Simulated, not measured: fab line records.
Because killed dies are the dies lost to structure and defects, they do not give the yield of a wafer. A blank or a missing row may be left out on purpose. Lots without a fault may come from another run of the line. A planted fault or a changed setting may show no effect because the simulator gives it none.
Which tool is to blame? + flow berkeley_cmos170 + 42 wafers from 14 lots sampled at 6 of the route's 331 steps

WHAT EACH GAUGE READ, for each wafer
UCB170_PWELL_THK_MEAS_06.
| lot  | measured    | on            | PWELL_NITRIDE_THK (nm) |
|------|-------------|---------------|------------------------|
| L979 | day 3 08:23 | film_metro-01 | 222.3 222.3 222.5      |
| L981 | day 3 18:45 | film_metro-03 | 219.9 221.6 220.6      |
| L982 | day 3 18:47 | film_metro-01 | 218.9 220.2 217.9      |
| L983 | day 4 01:12 | film_metro-01 | 219.5 217.7 220.0      |
| L984 | day 4 11:05 | film_metro-03 | 220.0 219.9 221.2      |
| L989 | day 5 03:04 | film_metro-01 | 220.1 218.0 219.5      |
| L990 | day 5 11:02 | film_metro-02 | 222.6 221.6 221.3      |
| L993 | day 6 05:21 | film_metro-03 | 220.2 217.6 218.8      |
| L995 | day 6 19:16 | film_metro-02 | 215.9 217.3 214.4      |
| L997 | day 7 04:00 | film_metro-01 | 221.2 218.3 220.4      |
| L998 | day 7 03:59 | film_metro-02 | 221.4 219.4 220.8      |
| L999 | day 7 12:52 | film_metro-02 | 219.4 219.9 223.3      |
| L101 | day 8 00:49 | film_metro-03 | 218.0 219.1 220.6      |
| L102 | day 8 00:52 | film_metro-02 | 217.4 219.0 216.2      |

UCB170_SDANNEAL_RS_MEAS_03: the measuring method here is four-point-probe.
| lot  | measured     | on            | NSD_RS (ohm/sq)                     |
|------|--------------|---------------|-------------------------------------|
| L979 | day 7 21:20  | film_metro-01 | 37.37 37.48 37.45                   |
| L981 | day 8 12:35  | film_metro-04 | 37.11 37.15 37.24                   |
| L982 | day 8 12:46  | film_metro-03 | 37.21 37.07 37.13                   |
| L983 | day 8 12:07  | film_metro-03 | 37.27 37.17 37.22                   |
| L984 | day 9 05:41  | film_metro-04 | 37.84 37.86 37.99 37.85 37.83 37.92 |
| L989 | day 9 22:30  | film_metro-01 | 37.88 37.87 37.76 37.87 37.96 37.83 |
| L990 | day 9 22:44  | film_metro-03 | 37.13 37.26 37.06                   |
| L993 | day 10 23:34 | film_metro-01 | 37.30 37.24 37.31                   |
| L995 | day 11 13:53 | film_metro-01 | 37.33 37.29 37.16                   |
| L997 | day 12 04:55 | film_metro-04 | 37.13 37.05 37.16                   |
| L998 | day 12 04:34 | film_metro-03 | 37.21 37.10 37.20                   |
| L999 | day 12 04:49 | film_metro-01 | 37.23 37.08 37.25                   |
| L101 | day 12 07:11 | film_metro-01 | 37.28 37.27 37.23                   |
| L102 | day 12 08:10 | film_metro-01 | 37.18 37.25 37.20                   |

WHAT TOOL EACH LOT RAN ON (gives the tool, then ch and the chambers of the sampled wafers, and finally the start)
| lot  | UCB170_ZERO_STRIP_07                | UCB170_NSD_IMPLANT_08           | UCB170_NSD_STRIP_09                  | UCB170_BACKSIDE_STRIP_03             |
|------|-------------------------------------|---------------------------------|--------------------------------------|--------------------------------------|
| L979 | plasma_asher-04 ch 0,1, day 2 01:37 | implanter-02 ch 0, day 7 18:42  | plasma_asher-01 ch 0,1, day 7 18:51  | plasma_asher-03 ch 0,1, day 7 20:47  |
| L981 | plasma_asher-04 ch 0,1, day 2 10:59 | implanter-02 ch 0, day 8 11:07  | plasma_asher-02 ch 0,1, day 8 11:16  | plasma_asher-03 ch 0,1, day 8 12:02  |
| L982 | plasma_asher-01 ch 0, day 2 11:14   | implanter-03 ch 0, day 8 11:19  | plasma_asher-01 ch 0,1, day 8 11:26  | plasma_asher-01 ch 0,1, day 8 12:13  |
| L983 | plasma_asher-04 ch 0,1, day 2 19:28 | implanter-03 ch 0, day 8 10:34  | plasma_asher-01 ch 0,1, day 8 10:43  | plasma_asher-03 ch 0,1, day 8 11:35  |
| L984 | plasma_asher-03 ch 0,1, day 3 02:32 | implanter-02 ch 0, day 9 01:59  | plasma_asher-04 ch 0,1, day 9 02:08  | plasma_asher-03 ch 0,1, day 9 05:10  |
| L989 | plasma_asher-04 ch 0,1, day 3 23:37 | implanter-02 ch 0, day 9 20:53  | plasma_asher-02 ch 1, day 9 21:02    | plasma_asher-04 ch 1, day 9 21:50    |
| L990 | plasma_asher-04 ch 0,1, day 4 05:01 | implanter-04 ch 0, day 9 21:05  | plasma_asher-01 ch 0,1, day 9 21:14  | plasma_asher-01 ch 0,1, day 9 22:11  |
| L993 | plasma_asher-03 ch 0,1, day 4 19:04 | implanter-04 ch 0, day 10 22:07 | plasma_asher-02 ch 0,1, day 10 22:16 | plasma_asher-03 ch 0,1, day 10 23:03 |
| L995 | plasma_asher-04 ch 0,1, day 5 05:46 | implanter-03 ch 0, day 11 12:10 | plasma_asher-04 ch 0,1, day 11 12:17 | plasma_asher-03 ch 0,1, day 11 13:19 |
| L997 | plasma_asher-04 ch 0,1, day 5 18:38 | implanter-02 ch 0, day 12 01:05 | plasma_asher-01 ch 0,1, day 12 01:13 | plasma_asher-04 ch 0,1, day 12 04:15 |
| L998 | plasma_asher-01 ch 0,1, day 5 18:43 | implanter-02 ch 0, day 12 00:22 | plasma_asher-04 ch 0,1, day 12 00:31 | plasma_asher-01 ch 0,1, day 12 03:54 |
| L999 | plasma_asher-04 ch 0,1, day 6 03:25 | implanter-04 ch 0, day 12 01:15 | plasma_asher-02 ch 0,1, day 12 01:23 | plasma_asher-03 ch 0,1, day 12 04:17 |
| L101 | plasma_asher-03 ch 0,1, day 6 13:50 | implanter-02 ch 0, day 12 05:33 | plasma_asher-02 ch 0,1, day 12 05:40 | plasma_asher-04 ch 0, day 12 06:28   |
| L102 | plasma_asher-03 ch 0,1, day 6 18:47 | implanter-03 ch 0, day 12 06:40 | plasma_asher-02 ch 0,1, day 12 06:49 | plasma_asher-03 ch 0,1, day 12 07:37 |
- UCB170_ZERO_STRIP_07: strips in O2.
- UCB170_NSD_IMPLANT_08
- UCB170_NSD_STRIP_09: strips in O2.
- UCB170_BACKSIDE_STRIP_03: strips in O2.

WHAT THE TOOLS THEMSELVES READ (means of the sampled wafers that have a number; where no wafer has one, the mark that the record gives instead)
UCB170_ZERO_STRIP_07.
| lot  | tool            | drypump_motor_current_A (A) | oes_product_au (a.u.) | strip_time_to_endpoint_s (s) |
|------|-----------------|-----------------------------|-----------------------|------------------------------|
| L979 | plasma_asher-04 | 5.5                         | 0.725                 | 21.40                        |
| L981 | plasma_asher-04 | 5.7                         | 0.728                 | 21.39                        |
| L982 | plasma_asher-01 | 6.5                         | 0.729                 | 21.47                        |
| L983 | plasma_asher-04 | 5.5                         | 0.726                 | 21.42                        |
| L984 | plasma_asher-03 | 5.9                         | 0.728                 | 21.50                        |
| L989 | plasma_asher-04 | 5.4                         | 0.724                 | 21.58                        |
| L990 | plasma_asher-04 | 5.8                         | 0.725                 | 21.46                        |
| L993 | plasma_asher-03 | 6.0                         | 0.727                 | 21.45                        |
| L995 | plasma_asher-04 | 5.7                         | 0.728                 | 21.46                        |
| L997 | plasma_asher-04 | 5.7                         | 0.724                 | 21.51                        |
| L998 | plasma_asher-01 | 6.4                         | 0.726                 | 21.44                        |
| L999 | plasma_asher-04 | 5.5                         | 0.725                 | 21.45                        |
| L101 | plasma_asher-03 | 6.0                         | 0.728                 | 21.42                        |
| L102 | plasma_asher-03 | 6.0                         | 0.723                 | 21.45                        |

UCB170_NSD_IMPLANT_08.
| lot  | tool         | beam_energy_keV |
|------|--------------|-----------------|
| L979 | implanter-02 | 39.996          |
| L981 | implanter-02 | 39.992          |
| L982 | implanter-03 | 40.011          |
| L983 | implanter-03 | 39.993          |
| L984 | implanter-02 | 37.937          |
| L989 | implanter-02 | 37.938          |
| L990 | implanter-04 | 39.988          |
| L993 | implanter-04 | 39.995          |
| L995 | implanter-03 | 39.998          |
| L997 | implanter-02 | 40.017          |
| L998 | implanter-02 | 39.984          |
| L999 | implanter-04 | 40.006          |
| L101 | implanter-02 | 39.999          |
| L102 | implanter-03 | 40.001          |

UCB170_NSD_STRIP_09.
| lot  | tool            | drypump_motor_current_A (A) | oes_product_au (a.u.) | strip_time_to_endpoint_s (s) |
|------|-----------------|-----------------------------|-----------------------|------------------------------|
| L979 | plasma_asher-01 | 6.5                         | 0.537                 | 35.72                        |
| L981 | plasma_asher-02 | 5.8                         | 0.529                 | 35.81                        |
| L982 | plasma_asher-01 | 6.4                         | 0.535                 | 35.93                        |
| L983 | plasma_asher-01 | 6.4                         | 0.532                 | 35.89                        |
| L984 | plasma_asher-04 | 5.7                         | 0.541                 | 35.11                        |
| L989 | plasma_asher-02 | 6.1                         | 0.540                 | 35.09                        |
| L990 | plasma_asher-01 | 6.4                         | 0.537                 | 35.87                        |
| L993 | plasma_asher-02 | 5.7                         | 0.533                 | 35.83                        |
| L995 | plasma_asher-04 | 5.5                         | 0.534                 | 35.69                        |
| L997 | plasma_asher-01 | 6.4                         | 0.535                 | 36.00                        |
| L998 | plasma_asher-04 | 5.7                         | 0.537                 | 35.84                        |
| L999 | plasma_asher-02 | 5.9                         | 0.536                 | 35.80                        |
| L101 | plasma_asher-02 | 5.9                         | 0.531                 | 35.77                        |
| L102 | plasma_asher-02 | 5.9                         | 0.541                 | 35.92                        |

UCB170_BACKSIDE_STRIP_03.
| lot  | tool            | drypump_motor_current_A (A) | oes_product_au (a.u.) | strip_time_to_endpoint_s (s) |
|------|-----------------|-----------------------------|-----------------------|------------------------------|
| L979 | plasma_asher-03 | 6.0                         | 0.732                 | 21.85                        |
| L981 | plasma_asher-03 | 6.0                         | 0.733                 | 21.87                        |
| L982 | plasma_asher-01 | 6.4                         | 0.733                 | 21.99                        |
| L983 | plasma_asher-03 | 6.0                         | 0.732                 | 21.89                        |
| L984 | plasma_asher-03 | 6.0                         | 0.738                 | 21.85                        |
| L989 | plasma_asher-04 | 5.2                         | 0.736                 | 21.94                        |
| L990 | plasma_asher-01 | 6.5                         | 0.737                 | 21.96                        |
| L993 | plasma_asher-03 | 5.9                         | 0.734                 | 21.93                        |
| L995 | plasma_asher-03 | 6.0                         | 0.736                 | 22.01                        |
| L997 | plasma_asher-04 | 5.4                         | 0.739                 | 22.02                        |
| L998 | plasma_asher-01 | 6.4                         | 0.734                 | 21.92                        |
| L999 | plasma_asher-03 | 6.0                         | 0.733                 | 21.96                        |
| L101 | plasma_asher-04 | 6.0                         | 0.735                 | 21.95                        |
| L102 | plasma_asher-03 | 6.0                         | 0.737                 | 21.99                        |

THE ANSWER, worked out from the rows above alone
Rule: the usual values come from the lots themselves. The widest of any qualifying gaps counts: lots, ordered by their means at a reading, are off when they make up no more than a third of the lots, leave a main group of 4 or more, and stand apart from it by 3 or more times the standard deviation of that group's means. The tables above print the reading to a certain number of digits; a main group whose means all agree to those digits is not used. Also off: a lot with no number at a reading for which 4 or more lots have one. The other lots that the step has rows for count as sound. The gauges are gone through in route order, then the tools' own readings, and for those a lot's mean is taken as printed above. The first step at which some lot is off is used, and at that step the reading that is off furthest; a lot without a number counts as furthest.
Off: L984, L989, at UCB170_SDANNEAL_RS_MEAS_03 (NSD_RS). The main group: mean 37.22 ohm/sq, standard deviation 0.083.
If a tool, at a process step before that reading, ran all the lots that are off and no sound lot after the first of them, it fits. Not tried: the gauges at UCB170_SDANNEAL_RS_MEAS_03; whatever is off there is also off at UCB170_NSD_IMPLANT_08, on other tools, and gauge error can't account for it. None of those tried fits.

WHAT HAD BEEN PUT IN BY THE SIMULATOR
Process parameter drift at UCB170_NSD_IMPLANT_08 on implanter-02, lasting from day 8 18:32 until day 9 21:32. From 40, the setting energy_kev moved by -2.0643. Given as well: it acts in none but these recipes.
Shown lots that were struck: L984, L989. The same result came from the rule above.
